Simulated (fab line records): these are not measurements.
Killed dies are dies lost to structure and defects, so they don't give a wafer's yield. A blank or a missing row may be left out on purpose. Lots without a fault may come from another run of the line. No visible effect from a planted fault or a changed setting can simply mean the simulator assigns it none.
8D (eight disciplines) problem report, filled in by code -- flow ritCmos -- the parts of the form that need people (team, actions taken, sign-off) are left out

## 1. PROBLEM STATEMENT
RIT_PLDD_STRIP_09, runLengthS: mean 72.3 s on 3 wafers (1 lot); fault-free wafers 208.2 s, standard deviation 0.49. So: -99 or more standard deviations from the usual mean.
The step: strips in O2, time 180 s.
Seen first at day 6 05:19 on plasmaAsher-01, wafer L689.2. Wafers with a number at this step in the record: 39, from 13 lots. Rule for "out", or "out of limits": more than 4 standard deviations from the usual mean. Any other wafer with a number is counted as sound.

## 2. WHAT THIS IS AND IS NOT
question,is,is not
which readings at this step,runLengthS,"drypumpMotorCurrentA, rfReflPowerW"
which lots,L689,"L673, L674, L675, L676, L678, L679, L680, L681, L683, L684, L685, L687"
which wafers of those lots,all that have a number,-
read on which tools,plasmaAsher-01,"plasmaAsher-02, plasmaAsher-03"
when,from day 6 05:19,up to then (36 sound wafers)

## 3. SUSPECTS, AND WHAT RULES EACH OUT
Counting: a tool at any process step up to the reading remains a suspect when it ran all the lots that are out and ran no sound lot after the first of those.
- plasmaAsher-01 at RIT_PLDD_STRIP_09 (strips in O2, time 180 s): kept. It ran the lot that is out, L689 (day 6 05:19), and no sound lot after that; its last sound lot up to then is L687 (day 5 23:57). Its own readings are out on those wafers: runLengthS.
Left after counting: plasmaAsher-01 at RIT_PLDD_STRIP_09.

## 4. THE CAUSE (what the simulator had put in)
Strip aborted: plasmaAsher-01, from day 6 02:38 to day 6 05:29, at RIT_PLDD_STRIP_09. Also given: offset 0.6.
Counting left only this tool.

## 5. THE CHAIN OF EFFECTS, in route order
Each row: a reading where the mean over the struck wafers with a number is more than 3 standard deviations away from the usual. Scope: only readings with a usual standard deviation given in the record; hours: median across lots of the time from each lot's start at the first step in this table that gives one to its start at this step; sigmas: change in usual standard deviations.
hours,step,reading,usual,on struck wafers,change,sigmas
0,RIT_PLDD_STRIP_09,runLengthS,208.2 s,72.3,-135.9,-99 or more
13,RIT_M1_PROBE_99,killedAtFrontEnd,6.6,264.0,+257.4,+95
13,RIT_M1_PROBE_99,killedDies,6.7,264.0,+257.3,+95
13,RIT_M1_PROBE_99,killedOnRim,1.8,70.0,+68.2,+52
The process steps in it:
- RIT_PLDD_STRIP_09: strips in O2, time 180 s.
- RIT_M1_PROBE_99

## 6. HOW IT WOULD HAVE BEEN CAUGHT EARLIER
In this record the first reading out of limits was taken at day 6 05:19, 3 hours after the fault began at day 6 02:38.
